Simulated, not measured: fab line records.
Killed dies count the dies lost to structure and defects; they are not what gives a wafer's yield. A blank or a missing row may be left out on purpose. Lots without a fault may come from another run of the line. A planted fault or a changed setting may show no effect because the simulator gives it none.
Code-filled problem report in 8D (eight disciplines) form ; flow rit-cmos ; the parts of the form that need people (team, actions taken, sign-off) are left out

1. PROBLEM STATEMENT
Mean of developer-temp-C at RIT_ACTIVE_DEVELOP_10: 20.61 C across 9 wafers in 3 lots; on wafers with no fault it is 23.01 C (standard deviation 0.11). Relative to the usual mean, that is a shift of -22 standard deviations.
The step: develop time 50 s.
The first sign was on wafer L509.2 at day 4 17:00, on litho-track-02. The record holds 45 wafers of 15 lots with a number at this step. By rule, "out" or "out of limits" means more than 4 standard deviations away from the usual mean. The rest of the wafers with a number are treated as sound.

2. WHAT IT IS; WHAT IT IS NOT
question;is;is not
which readings at this step;developer-temp-C;-
which lots;L509, L510, L511;L496, L497, L498, L499, L500, L501, L503, L505, L506, L507, L512, L513
which wafers of those lots;all that have a number;-
read on which tools;litho-track-02;litho-track-01, litho-track-03
when;from day 4 17:00;"up to then (30 sound wafers); but 6 sound wafers of L512, L513 came after"

3. WHAT RULES OUT EACH SUSPECT
Counting: any tool at a process step up to the reading is kept as a suspect provided that every lot that is out went through it and no sound lot did after the first of them.
- litho-track-02 at RIT_ACTIVE_DEVELOP_10 (develop time 50 s): kept. It ran every lot that is out, first L509 (day 4 17:00), and no sound lot after that; its last sound lot up to then is L507 (day 4 07:00). Out on those wafers are its own readings of developer-temp-C.
The count leaves litho-track-02 at RIT_ACTIVE_DEVELOP_10.

4. THE CAUSE (what the simulator had put in)
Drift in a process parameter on litho-track-02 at RIT_ACTIVE_DEVELOP_10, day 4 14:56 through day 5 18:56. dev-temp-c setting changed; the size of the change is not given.
Counting left only this tool.

5. SEQUENCE OF EFFECTS, ordered by route
Each row: a reading whose mean over the struck wafers that have a number lies more than 3 standard deviations from the usual. Scope: only readings with a usual standard deviation given in the record; hours: median across lots of the time from each lot's start at the first step in this table that gives one to its start at this step; sigmas: change in usual standard deviations.
hours;step;reading;usual;on struck wafers;change;sigmas
0;RIT_ACTIVE_DEVELOP_10;developer-temp-C;23.01 C;20.61;-2.40;-22
Here are the process steps it includes:
- RIT_ACTIVE_DEVELOP_10: develop time 50 s.

6. HOW IT WOULD HAVE BEEN CAUGHT EARLIER
2 hours passed between the start of the fault at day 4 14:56 and the first reading out of limits in this record, taken at day 4 17:00.
